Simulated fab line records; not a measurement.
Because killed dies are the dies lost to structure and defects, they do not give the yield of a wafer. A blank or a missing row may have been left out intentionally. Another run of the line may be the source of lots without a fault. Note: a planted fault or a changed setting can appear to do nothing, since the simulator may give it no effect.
Which tool was responsible? | flow berkeley-cmos170 | 21 wafers from 7 lots sampled at 2 of the route's 331 steps

WHAT THE GAUGES READ, wafer by wafer
UCB170_PVT_TW_MEAS_09.
lot  | measured     | on            | PVT_TW
L404 | day 5 22:11  | film-metro-01 | 511.4 509.5 509.4
L406 | day 6 15:58  | film-metro-03 | 508.5 507.3 507.6
L410 | day 7 09:05  | film-metro-03 | 507.8 509.1 509.5
L412 | day 7 20:08  | film-metro-04 | 515.0 516.0 513.7
L416 | day 8 19:47  | film-metro-03 | 505.4 504.6 508.6
L421 | day 9 10:13  | film-metro-03 | 424.4 424.7 423.7
L425 | day 10 12:29 | film-metro-01 | 512.0 513.2 512.5

WHICH TOOL RAN EACH LOT (tool, then ch and the chambers of the sampled wafers, then the start)
lot  | UCB170_PVT_IMPLANT_07
L404 | implanter-04 ch 0, day 5 21:47
L406 | implanter-03 ch 0, day 6 15:44
L410 | implanter-03 ch 0, day 7 08:50
L412 | implanter-04 ch 0, day 7 19:53
L416 | implanter-03 ch 0, day 8 19:32
L421 | implanter-01 ch 0, day 9 09:58
L425 | implanter-04 ch 0, day 10 12:14
- UCB170_PVT_IMPLANT_07

THE ANSWER, worked out from the rows above alone
Rule: what is usual is taken from the lots themselves. Put in order of their means at a reading, lots are off if they are a third of the lots or fewer, leave a main group of 4 or more, and stand apart from it by a gap of 3 or more times the standard deviation of the main group's means; of several such gaps the widest counts. A main group is skipped when, at the precision printed for the reading in the tables above, its means are all equal. A lot without any number at a reading at which 4 lots or more have one is off too. Where the step has rows for the other lots, those lots are counted as sound.
Off: L421, seen at UCB170_PVT_TW_MEAS_09 (PVT_TW). The main group: mean 510.1, standard deviation 2.9.
A tool fits if, at a process step before that reading, it ran every lot that is off, and no sound lot after the first of them. Those tools and the gauges at UCB170_PVT_TW_MEAS_09 are tried in the same way. This does not decide it: 2 tools fit, namely implanter-01 at UCB170_PVT_IMPLANT_07 and film-metro-03 at UCB170_PVT_TW_MEAS_09.

WHAT THE SIMULATOR HAD INSERTED
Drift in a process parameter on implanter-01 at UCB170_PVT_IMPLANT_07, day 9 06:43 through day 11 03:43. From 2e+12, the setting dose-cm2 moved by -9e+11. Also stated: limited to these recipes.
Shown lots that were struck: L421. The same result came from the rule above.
